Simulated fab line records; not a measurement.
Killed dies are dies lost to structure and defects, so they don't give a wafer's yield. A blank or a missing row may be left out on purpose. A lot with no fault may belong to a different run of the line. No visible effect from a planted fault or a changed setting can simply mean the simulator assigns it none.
Code-filled problem report in 8D (eight disciplines) form -- flow berkeley cmos170 -- the parts of the form that need people (team, actions taken, sign-off) are left out

1. THE PROBLEM
Mean NLDD_RS at UCB170_SDANNEAL_RS_MEAS_05: 654.8 ohm/sq over 6 wafers in 2 lots; fault-free wafers: 616.1 ohm/sq, standard deviation 1.3. That is +30 standard deviations from the usual mean.
The step: measures by four-point-probe.
First observed at day 11 07:35: wafer L533.1, on film metro-04. The record has a number at this step for 42 wafers belonging to 14 lots. By rule, "out" or "out of limits" means more than 4 standard deviations away from the usual mean. Any other wafer with a number is counted as sound.

2. WHAT IT IS; WHAT IT IS NOT
question,is,is not
which readings at this step,NLDD_RS,-
which lots,"L533, L537","L515, L517, L518, L519, L522, L523, L524, L528, L530, L531, L534, L538"
which wafers of those lots,all that have a number,-
read on which gauges,film metro-04,"film metro-01, film metro-03"
when,from day 11 07:35,"up to then (30 sound wafers); but 6 sound wafers of L534, L538 came after"

3. THE SUSPECTS, EACH WITH WHAT RULES IT OUT
Counting: any tool at a process step up to the reading is kept as a suspect provided that every lot that is out went through it and no sound lot did after the first of them.
- the gauge at UCB170_SDANNEAL_RS_MEAS_05: ruled out. All the wafers that are out were read on film metro-04, but those of them that UCB170_NLDD_IMPLANT_08 has rows for are out there too, on other tools.
- implanter-02 at UCB170_NLDD_IMPLANT_08: kept. It ran every lot that is out, first L533 (day 10 19:02), and no sound lot after that; its last sound lot up to then is L531 (day 10 00:02). Its own readings are out on those wafers: dose ions cm2, faraday current uA.
The count leaves implanter-02 at UCB170_NLDD_IMPLANT_08.

4. THE CAUSE (what the simulator had put in)
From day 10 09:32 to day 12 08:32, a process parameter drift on implanter-02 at UCB170_NLDD_IMPLANT_08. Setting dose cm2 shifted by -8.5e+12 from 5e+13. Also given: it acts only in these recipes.
After counting, this tool was the only one left.

5. THE CHAIN OF EFFECTS, in route order
Each row: a reading where the mean over the struck wafers with a number is more than 3 standard deviations away from the usual. Scope: only readings with a usual standard deviation given in the record; hours: median across lots of the time from each lot's start at the first step in this table that gives one to its start at this step; sigmas: change in usual standard deviations.
hours,step,reading,usual,on struck wafers,change,sigmas
0,UCB170_NLDD_IMPLANT_08,dose ions cm2,4.999e+13,4.145e+13,-8.538e+12,-99 or more
0,UCB170_NLDD_IMPLANT_08,faraday current uA,159,132,-27,-8.6
14,UCB170_SDANNEAL_RS_MEAS_05,NLDD_RS,616.1 ohm/sq,654.8,+38.6,+30
It contains these process steps:
- UCB170_NLDD_IMPLANT_08

6. HOW IT WOULD HAVE BEEN CAUGHT EARLIER
In this record the first reading out of limits at a measuring or inspecting step was taken at day 11 07:35, 22 hours after the fault began at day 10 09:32.
The tool's own readings at UCB170_NLDD_IMPLANT_08 were out on every struck wafer that the step has a row for (dose ions cm2, faraday current uA): an alarm limit on them would have fired on the first of those.
Among the 2 lots that are out, L537 began UCB170_NLDD_IMPLANT_08 on implanter-02 after day 11 07:35. Putting the tool on hold at that point would have spared it.
